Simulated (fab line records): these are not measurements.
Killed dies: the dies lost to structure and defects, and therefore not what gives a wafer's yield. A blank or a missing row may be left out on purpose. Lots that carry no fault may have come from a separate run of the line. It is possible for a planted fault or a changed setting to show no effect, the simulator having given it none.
fab line records	flow rit-cmos
record: lots: 13	wafers: 39	last-day: 7
route steps=202 shown PRETRO@70 PLDD@123 SPACER@130 SILICIDE@162 M1@202
lots that met no fault: from a run of the same line without faults
start-h: hours from the record's first day to the start of the lot's first wafer shown	wait-h: hours from the lot's prior step to this one	" same as the row above	L1.1+2: a row that stands for several wafers	- either no value or no given start	* or withheld: withheld	< > ~ a bound
route shown NAME@n: a module of which the file shows steps, and the number in the route of the first	usual: the fault-free wafers' mean and standard deviation	same: alike in all rows	chamber/n: place in a boat	sites: per-site readings	_std_site: standard deviation of those values	_edge_site: outer sites' mean less inner sites'	radius-mm: how far each site lies from the wafer's centre	mask NAME#n: copy n	behind: tool/chamber where the wafer was last shaped	hold: reason for holding the lot/hours on hold/outcome of the hold	device: names the non-switching transistor (n, p or np)	end of line: tests run on the same wafers once the route is complete	a step without rows: its recipe alone	killed: dies lost to structure and defects at the first sort, not the wafer's yield	map: a wafer's dies, marking killed ones x, the rest . and places with no die _
set.NAME: the run value of the setting; set.NAME@STEP: its run value at that earlier step	model.NAME: the simulator's own value behind a step, which no gauge read
the route's steps for a sample of lots (tables are steps, rows are wafers)
services: the hour from which a tool's chamber was out of use, counted from the record's first day as start-h (under 0 if before that day), plus the number of hours and why
== steps ==
step: RIT_PRETRO_OVL_MEAS_06
usual: PRETRO_OVL: 0.4/1.4
lot.wafer	tool	chamber	start-h	wait-h	PRETRO_OVL[nm]
L928.2	overlay-02	-	35.48	-	1.4
L928.5	"	-	"	"	2.6
L928.6	"	-	"	"	3.9
L929.1	overlay-01	-	45.49	-	-1.0
L929.2	"	-	"	"	1.0
L929.4	"	-	"	"	-0.7
L931.2	overlay-02	-	51.50	-	1.9
L931.3	"	-	"	"	0.6
L931.5	"	-	"	"	1.5
L932.1	overlay-02	-	56.53	-	0.3
L932.2	"	-	"	"	0.1
L932.5	"	-	"	"	0.8
L933.2	overlay-02	-	60.15	-	0.5
L933.4	"	-	"	"	-0.9
L933.6	"	-	"	"	-2.1
L934.3	overlay-01	-	63.27	-	-1.7
L934.4	"	-	"	"	-1.4
L934.5	"	-	"	"	-0.2
L935.3	overlay-01	-	67.36	-	0.1
L935.5	"	-	"	"	0.9
L935.6	"	-	"	"	1.8
L938.3	overlay-02	-	85.83	-	3.1
L938.4	"	-	"	"	2.7
L938.5	"	-	"	"	2.9
L939.1	overlay-01	-	94.74	-	1.5
L939.2	"	-	"	"	1.8
L939.5	"	-	"	"	2.1
L940.1	overlay-02	-	99.72	-	0.5
L940.2	"	-	"	"	0.1
L940.6	"	-	"	"	0.6
L945.3	overlay-01	-	125.88	-	-0.6
L945.4	"	-	"	"	-0.3
L945.6	"	-	"	"	0.8
L949.3	overlay-02	-	140.29	-	-0.4
L949.4	"	-	"	"	0.8
L949.6	"	-	"	"	1.7
L950.1	overlay-02	-	148.29	-	0.4
L950.3	"	-	"	"	1.8
L950.4	"	-	"	"	1.3
step: RIT_PLDD_STRIP_09
recipe: chemistry: O2	time-s: 180	resist: NOVOLAK	platen-temp-c: withheld	power-w: 500	pressure-mtorr: 4000	o2-flow-sccm: 4000
usual: drypump-motor-current-A: 5.56/0.26
lot.wafer	tool	chamber	start-h	wait-h	drypump-motor-current-A	rf-hours-counter-h
L928.2	plasma-asher-02	0	53.65	0.1	5.33	44
L928.5	"	0	"	"	5.32	-
L928.6	"	1	"	"	5.37	-
L929.1	plasma-asher-04	0	58.57	0.1	5.92	40
L929.2	"	1	"	"	5.28	40
L929.4	"	1	"	"	5.26	-
L931.2	plasma-asher-03	0	66.98	0.1	5.91	26
L931.3	"	1	"	"	5.65	-
L931.5	"	1	"	"	5.67	-
L932.1	plasma-asher-02	1	70.20	0.1	5.34	45
L932.2	"	0	"	"	5.32	45
L932.5	"	1	"	"	5.37	-
L933.2	plasma-asher-03	0	74.19	0.1	5.91	26
L933.4	"	1	"	"	5.66	-
L933.6	"	1	"	"	5.70	-
L934.3	plasma-asher-02	0	76.88	0.1	5.33	-
L934.4	"	1	"	"	5.37	-
L934.5	"	0	"	"	5.33	-
L935.3	plasma-asher-03	1	80.96	0.1	5.66	-
L935.5	"	0	"	"	5.84	-
L935.6	"	1	"	"	5.66	-
L938.3	plasma-asher-04	1	106.36	0.1	5.27	-
L938.4	"	0	"	"	5.90	-
L938.5	"	0	"	"	5.95	-
L939.1	plasma-asher-02	0	110.66	0.1	5.32	49
L939.2	"	1	"	"	5.36	49
L939.5	"	1	"	"	5.33	-
L940.1	plasma-asher-04	0	120.33	0.1	5.93	0
L940.2	"	1	"	"	5.28	0
L940.6	"	0	"	"	5.95	-
L945.3	plasma-asher-04	1	144.32	0.1	5.29	-
L945.4	"	0	"	"	5.95	-
L945.6	"	0	"	"	5.97	-
L949.3	plasma-asher-03	1	156.75	0.1	5.69	-
L949.4	"	0	"	"	5.85	-
L949.6	"	1	"	"	5.66	-
L950.1	plasma-asher-02	0	161.86	0.1	5.33	57
L950.3	"	1	"	"	5.36	-
L950.4	"	0	"	"	5.35	-
step: RIT_SPACER_ETCHBACK_05
recipe: target-depth-a: 2500	SF6_flow_sccm: 30	CHF3_flow_sccm: 30	target: Si3N4	chemistry: SF6/CHF3	pressure-mtorr: 40	rf-w: 250	time-s: 240	stop-on: SiO2
usual: drypump-motor-current-A: 5.7/0.45	oes-product-au: 0.833/0.016	rf-fwd-power-W: 249.4/0.77	throttle-valve-pct: 10.29/0.15
lot.wafer	tool	chamber	start-h	wait-h	drypump-motor-current-A	oes-product-au	rf-fwd-power-W	rf-hours-counter-h	throttle-valve-pct
L928.2	rie-diel-04	0	56.24	0.0	4.8	0.834	249.8	77	10.54
L928.5	"	2	"	"	6.4	0.837	249.8	-	10.32
L928.6	"	3	"	"	5.9	0.834	249.9	-	10.17
L929.1	rie-diel-03	0	61.17	0.1	5.9	0.862	248.8	81	10.09
L929.2	"	3	"	"	5.6	0.849	250.1	0	10.34
L929.4	"	2	"	"	5.8	0.859	249.1	104	10.36
L931.2	rie-diel-02	3	69.56	0.0	6.0	0.852	248.6	31	10.55
L931.3	"	0	"	"	5.8	0.822	250.0	38	10.17
L931.5	"	1	"	"	5.2	0.855	248.3	-	10.24
L932.1	rie-diel-03	1	72.78	0.1	6.2	0.817	249.6	83	10.47
L932.2	"	2	"	"	5.8	0.837	248.1	104	10.35
L932.5	"	0	"	"	5.9	0.851	249.8	-	10.08
L933.2	rie-diel-02	2	76.79	0.0	5.3	0.858	250.0	65	10.09
L933.4	"	1	"	"	5.2	0.844	251.3	70	10.22
L933.6	"	0	"	"	5.8	0.834	249.3	-	10.17
L934.3	rie-diel-04	2	79.42	0.0	6.3	0.831	249.9	3	10.32
L934.4	"	0	"	"	4.8	0.824	248.9	78	10.54
L934.5	"	3	"	"	5.9	0.826	249.2	-	10.19
L935.3	rie-diel-02	1	83.50	0.0	5.2	0.841	248.9	70	10.21
L935.5	"	0	"	"	5.8	0.829	248.9	-	10.17
L935.6	"	1	"	"	5.2	0.837	249.7	-	10.22
L938.3	rie-diel-03	0	108.92	0.0	5.8	0.874	249.3	82	10.08
L938.4	"	3	"	"	5.6	0.847	251.4	1	10.34
L938.5	"	0	"	"	5.8	0.865	249.3	-	10.07
L939.1	rie-diel-03	1	113.27	0.1	6.2	0.818	249.4	84	10.48
L939.2	"	3	"	"	5.6	0.842	249.4	1	10.34
L939.5	"	1	"	"	6.2	0.805	249.5	-	10.49
L940.1	rie-diel-04	1	122.94	0.1	6.2	0.808	248.2	122	10.22
L940.2	"	0	"	"	4.7	0.840	249.1	79	10.53
L940.6	"	3	"	"	5.9	0.828	249.6	-	10.19
L945.3	rie-diel-04	2	146.85	0.0	6.3	0.844	249.2	4	10.30
L945.4	"	1	"	"	6.2	0.810	248.5	123	10.23
L945.6	"	0	"	"	4.8	0.845	250.8	-	10.55
L949.3	rie-diel-03	1	159.28	0.0	6.2	0.816	373.5	86	10.49
L949.4	"	3	"	"	5.6	0.842	249.6	2	10.35
L949.6	"	0	"	"	5.8	0.852	250.4	-	10.08
L950.1	rie-diel-04	0	164.47	0.1	4.8	0.814	248.7	80	10.54
L950.3	"	2	"	"	6.4	0.829	249.7	5	10.31
L950.4	"	1	"	"	6.2	0.803	250.1	123	10.23
step: RIT_SILICIDE_SPUTTER_01
recipe: material: Ti	target-thk-nm: 30	power-w: 350	chamber-pressure-pa: 0.667	gas: Ar	time-s: 240	substrate-temp-c: 25
usual: throttle-valve-pct: 29.9/1.3
lot.wafer	tool	chamber	start-h	wait-h	throttle-valve-pct
L928.2	pvd-sputter-02	-	60.42	0.0	31.2
L928.5	"	-	"	"	30.6
L928.6	"	-	"	"	31.1
L929.1	pvd-sputter-01	-	65.75	0.0	27.2
L929.2	"	-	"	"	29.2
L929.4	"	-	"	"	29.6
L931.2	pvd-sputter-01	-	73.59	0.0	29.5
L931.3	"	-	"	"	29.5
L931.5	"	-	"	"	29.2
L932.1	pvd-sputter-02	-	76.99	0.0	31.3
L932.2	"	-	"	"	30.6
L932.5	"	-	"	"	30.5
L933.2	pvd-sputter-01	-	80.96	0.0	29.2
L933.4	"	-	"	"	29.4
L933.6	"	-	"	"	29.6
L934.3	pvd-sputter-02	-	83.71	0.0	31.3
L934.4	"	-	"	"	31.8
L934.5	"	-	"	"	30.7
L935.3	pvd-sputter-01	-	87.77	0.0	29.2
L935.5	"	-	"	"	29.1
L935.6	"	-	"	"	29.5
L938.3	pvd-sputter-01	-	113.09	0.0	27.2
L938.4	"	-	"	"	29.2
L938.5	"	-	"	"	27.3
L939.1	pvd-sputter-02	-	117.47	0.0	30.9
L939.2	"	-	"	"	31.9
L939.5	"	-	"	"	31.3
L940.1	pvd-sputter-01	-	127.26	0.0	29.9
L940.2	"	-	"	"	29.4
L940.6	"	-	"	"	29.3
L945.3	pvd-sputter-04	-	151.25	0.0	29.6
L945.4	"	-	"	"	30.0
L945.6	"	-	"	"	30.4
L949.3	pvd-sputter-04	-	163.65	0.0	30.1
L949.4	"	-	"	"	29.7
L949.6	"	-	"	"	29.9
L950.1	pvd-sputter-01	-	168.71	0.0	29.5
L950.3	"	-	"	"	29.1
L950.4	"	-	"	"	29.4
step: RIT_M1_PROBE_99
usual: killed_at_M0_to_M3: 0.0/0.12	killed-at-contacts: 0.1/0.25	killed-at-front-end: 7/3.2	killed-dies: 7/3.2	killed-open: 3.5/2.2	killed-short: 3.6/2.1
same: gross-dies: 264	killed_at_M4_up: 0	killed-at-back-side: 0	killed-at-other: 0
lot.wafer	tool	chamber	start-h	wait-h	killed_at_M0_to_M3	killed-at-contacts	killed-at-front-end	killed-dies	killed-open	killed-short
L928.2	prober-02	-	67.38	0.1	0	0	6	6	6	0
L928.5	prober-02	-	67.53	0.2	0	0	10	10	1	9
L928.6	prober-02	-	67.58	0.2	0	0	6	6	3	3
L929.1	prober-01	-	72.81	0.1	0	0	2	2	2	0
L929.2	prober-01	-	72.86	0.1	0	0	2	2	1	1
L929.4	prober-01	-	72.96	0.2	0	0	10	10	5	5
L931.2	prober-01	-	80.51	0.1	0	0	9	9	4	5
L931.3	prober-01	-	80.56	0.2	0	0	5	5	4	1
L931.5	prober-01	-	80.66	0.2	0	0	8	8	7	1
L932.1	prober-02	-	83.98	0.1	0	0	7	7	4	3
L932.2	prober-02	-	84.03	0.1	0	0	6	6	3	3
L932.5	prober-02	-	84.18	0.2	0	0	9	9	6	3
L933.2	prober-01	-	88.15	0.1	0	0	7	7	3	4
L933.4	prober-01	-	88.25	0.2	0	0	8	8	3	5
L933.6	prober-01	-	88.35	0.2	0	0	6	6	4	2
L934.3	prober-02	-	90.86	0.2	0	1	5	6	2	4
L934.4	prober-02	-	90.91	0.2	0	0	13	13	9	4
L934.5	prober-02	-	90.96	0.2	0	0	8	8	6	2
L935.3	prober-01	-	94.97	0.2	0	0	5	5	2	3
L935.5	prober-01	-	95.07	0.2	0	0	6	6	1	5
L935.6	prober-01	-	95.12	0.2	0	0	3	3	2	1
L938.3	prober-02	-	120.09	0.2	1	0	3	4	2	2
L938.4	prober-02	-	120.14	0.2	0	0	2	2	1	1
L938.5	prober-02	-	120.19	0.2	0	0	4	4	3	1
L939.1	prober-01	-	124.37	0.1	0	0	5	5	2	3
L939.2	prober-01	-	124.42	0.1	0	0	9	9	7	2
L939.5	prober-01	-	124.57	0.2	0	0	8	8	4	4
L940.1	prober-02	-	134.85	0.1	0	0	5	5	0	5
L940.2	prober-02	-	134.90	0.1	0	0	10	10	4	6
L940.6	prober-02	-	135.10	0.2	0	0	7	7	4	3
L945.3	prober-01	-	158.51	0.2	0	0	5	5	2	3
L945.4	prober-01	-	158.56	0.2	0	0	6	6	2	4
L945.6	prober-01	-	158.66	0.2	0	1	3	4	1	3
L949.3	prober-01	-	170.52	0.2	0	0	14	14	7	5
L949.4	prober-01	-	170.57	0.2	0	0	6	6	4	2
L949.6	prober-01	-	170.67	0.2	0	0	7	7	3	4
L950.1	prober-02	-	175.85	0.1	0	0	7	7	4	3
L950.3	prober-02	-	175.95	0.2	0	0	5	5	3	2
L950.4	prober-02	-	176.00	0.2	0	0	10	10	6	4
killed by level:class
L928.2 FOX1:geometric-particle:open=3 GATE:geometric-particle:open=2 FOX2:geometric-particle:open=1
L928.5 GATE:geometric-particle:short=6 SPACER:geometric-particle:short=2 REOX:geometric-particle:short=1 REOX:geometric-particle:open=1
L928.6 GATE:geometric-particle:open=2 GATE:geometric-particle:short=2 SPACER:geometric-particle:open=1 SPACER:geometric-particle:short=1
L929.1 FOX2:geometric-particle:open=1 SILICIDE:geometric-particle:open=1
L929.2 FOX1:geometric-particle:open=1 GATE:geometric-particle:short=1
L929.4 GATE:geometric-particle:short=3 SILICIDE:geometric-particle:open=3 FOX1:geometric-particle:short=1 FOX2:geometric-particle:open=1 GATE:geometric-particle:open=1 SILICIDE:geometric-particle:short=1
L931.2 FOX1:geometric-particle:short=2 GATE:geometric-particle:short=2 FOX1:geometric-particle:open=1 FOX2:geometric-particle:open=1 GATE:geometric-particle:open=1 SPACER:geometric-particle:short=1 SILICIDE:geometric-particle:open=1
L931.3 GATE:geometric-particle:open=3 FOX1:geometric-particle:short=1 REOX:geometric-particle:open=1
L931.5 FOX1:geometric-particle:open=4 FOX1:geometric-particle:short=1 FOX2:geometric-particle:open=1 GATE:geometric-particle:open=1 SILICIDE:geometric-particle:open=1
L932.1 FOX1:geometric-particle:short=2 FOX1:geometric-particle:open=2 GATE:geometric-particle:open=2 GATE:geometric-particle:short=1
L932.2 FOX1:geometric-particle:short=2 GATE:geometric-particle:open=1 GATE:geometric-particle:short=1 REOX:geometric-particle:open=1 SPACER:geometric-particle:open=1
L932.5 GATE:geometric-particle:open=5 GATE:geometric-particle:short=2 FOX1:geometric-particle:short=1 FOX1:geometric-particle:open=1
L933.2 FOX1:geometric-particle:short=2 FOX1:geometric-particle:open=1 GATE:geometric-particle:open=1 GATE:geometric-particle:short=1 SILICIDE:geometric-particle:open=1 SILICIDE:geometric-particle:short=1
L933.4 REOX:geometric-particle:open=2 SPACER:geometric-particle:short=2 FOX1:geometric-particle:short=1 REOX:geometric-particle:short=1 SPACER:geometric-particle:open=1 SILICIDE:geometric-particle:short=1
L933.6 GATE:geometric-particle:short=2 GATE:geometric-particle:open=2 SPACER:geometric-particle:open=2
L934.3 GATE:geometric-particle:short=2 REOX:geometric-particle:open=2 REOX:geometric-particle:short=1 CONTACT:geometric-particle:short=1
L934.4 GATE:geometric-particle:open=7 FOX2:geometric-particle:open=2 GATE:geometric-particle:short=2 FOX1:geometric-particle:short=1 FOX2:geometric-particle:short=1
L934.5 GATE:geometric-particle:open=4 FOX2:geometric-particle:open=2 SILICIDE:geometric-particle:short=2
L935.3 REOX:geometric-particle:open=2 ACTIVE:geometric-particle:short=1 SPACER:geometric-particle:short=1 SILICIDE:geometric-particle:short=1
L935.5 SILICIDE:geometric-particle:short=2 FOX1:geometric-particle:short=1 FOX2:geometric-particle:short=1 REOX:geometric-particle:open=1 REOX:geometric-particle:short=1
L935.6 REOX:geometric-particle:open=1 SPACER:geometric-particle:open=1 SILICIDE:geometric-particle:short=1
L938.3 FOX2:geometric-particle:open=2 REOX:geometric-particle:short=1 M1:geometric-particle:short=1
L938.4 FOX1:geometric-particle:short=1 SILICIDE:geometric-particle:open=1
L938.5 GATE:geometric-particle:open=2 ACTIVE:geometric-particle:short=1 SILICIDE:geometric-particle:open=1
L939.1 SPACER:geometric-particle:short=2 FOX1:geometric-particle:short=1 GATE:geometric-particle:open=1 SPACER:geometric-particle:open=1
L939.2 SPACER:geometric-particle:open=3 GATE:geometric-particle:short=2 FOX1:geometric-particle:open=1 GATE:geometric-particle:open=1 REOX:geometric-particle:open=1 SILICIDE:geometric-particle:open=1
L939.5 GATE:geometric-particle:open=3 FOX1:geometric-particle:short=2 FOX2:geometric-particle:open=1 GATE:geometric-particle:short=1 SPACER:geometric-particle:short=1
L940.1 FOX1:geometric-particle:short=3 FOX2:geometric-particle:short=1 REOX:geometric-particle:short=1
L940.2 GATE:geometric-particle:short=3 SILICIDE:geometric-particle:open=2 FOX1:geometric-particle:short=1 FOX2:geometric-particle:short=1 FOX2:geometric-particle:open=1 GATE:geometric-particle:open=1 SPACER:geometric-particle:short=1
L940.6 REOX:geometric-particle:open=3 GATE:geometric-particle:short=2 FOX1:geometric-particle:short=1 SILICIDE:geometric-particle:open=1
L945.3 ACTIVE:geometric-particle:short=1 GATE:geometric-particle:open=1 SPACER:geometric-particle:open=1 SPACER:geometric-particle:short=1 SILICIDE:geometric-particle:short=1
L945.4 GATE:geometric-particle:short=2 GATE:geometric-particle:open=1 REOX:geometric-particle:short=1 SPACER:geometric-particle:short=1 SPACER:geometric-particle:open=1
L945.6 FOX2:geometric-particle:short=1 GATE:geometric-particle:open=1 SPACER:geometric-particle:short=1 CONTACT:geometric-particle:short=1
L949.3 GATE:geometric-particle:open=4 GATE:geometric-particle:short=3 SPACER:geometric-particle:open=2 PWELL:coat-microbubble-printed=2 FOX1:geometric-particle:short=1 SILICIDE:geometric-particle:open=1 SILICIDE:geometric-particle:short=1
L949.4 GATE:geometric-particle:open=2 FOX1:geometric-particle:short=1 FOX1:geometric-particle:open=1 GATE:geometric-particle:short=1 SPACER:geometric-particle:open=1
L949.6 GATE:geometric-particle:short=2 FOX1:geometric-particle:short=1 FOX1:geometric-particle:open=1 FOX2:geometric-particle:short=1 GATE:geometric-particle:open=1 SILICIDE:geometric-particle:open=1
L950.1 GATE:geometric-particle:short=2 SPACER:geometric-particle:open=2 GATE:geometric-particle:open=1 REOX:geometric-particle:short=1 SILICIDE:geometric-particle:open=1
L950.3 GATE:geometric-particle:open=2 FOX1:geometric-particle:short=1 FOX1:geometric-particle:open=1 GATE:geometric-particle:short=1
L950.4 GATE:geometric-particle:open=3 FOX1:geometric-particle:open=2 GATE:geometric-particle:short=2 REOX:geometric-particle:open=1 REOX:geometric-particle:short=1 SILICIDE:geometric-particle:short=1
== services ==
tool	chamber	start-h	hours	kind
plasma-asher-04	-	43.51	3.7	repair
rie-diel-02	2	47.65	16.1	repair
plasma-asher-04	-	51.11	3.1	repair
rie-diel-04	2	62.58	1.5	repair
plasma-asher-03	-	69.14	3.4	repair
plasma-asher-04	-	77.09	1.1	repair
rie-diel-03	2	99.34	4.8	repair
rie-diel-04	3	103.86	3.8	repair
rie-diel-03	-	105.01	0.9	repair
plasma-asher-04	-	108.75	9.0	pm
plasma-asher-04	0	108.75	9.0	vent-cycle
plasma-asher-04	1	108.75	9.0	vent-cycle
pvd-sputter-04	-	109.23	4.8	repair
plasma-asher-04	0	117.75	-	clean
plasma-asher-04	1	117.75	-	clean
rie-diel-02	3	121.40	9.6	repair
plasma-asher-03	-	121.61	15.6	pm
rie-diel-03	3	124.09	15.3	repair
plasma-asher-04	-	131.12	4.3	pm
plasma-asher-03	-	146.76	0.7	repair
== key ==
first-sign: step: RIT_SPACER_ETCHBACK_05	reading: rf-fwd-power-W	direction: up	sigmas: 99+	usual: 249.4	struck: 373.5
effect none on later readings
met-at RIT_SPACER_ETCHBACK_05
struck-lots L949
struck-wafers L949.3
tester-left-out L949
not-acting-at RIT_PRETRO_OVL_MEAS_06,RIT_PLDD_STRIP_09,RIT_SILICIDE_SPUTTER_01
onset-between 113.27 159.28
fault: kind: process-parameter-drift	tool: rie-diel-03	chamber: 1	onset-h: 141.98	steps: RIT_SPACER_ETCHBACK_05	channel: rf-w	offset: 125	shape: step	end-h: 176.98	acts-in: these-recipes-only	stated: 250
tester-left-out: of these lots the tester's yield and bins aren't shown, on N5 and GAA mostly nor the transistor test; their killed dies are dies lost to structure and defects alone, not to doping, threshold or leakage, so they don't give the yield
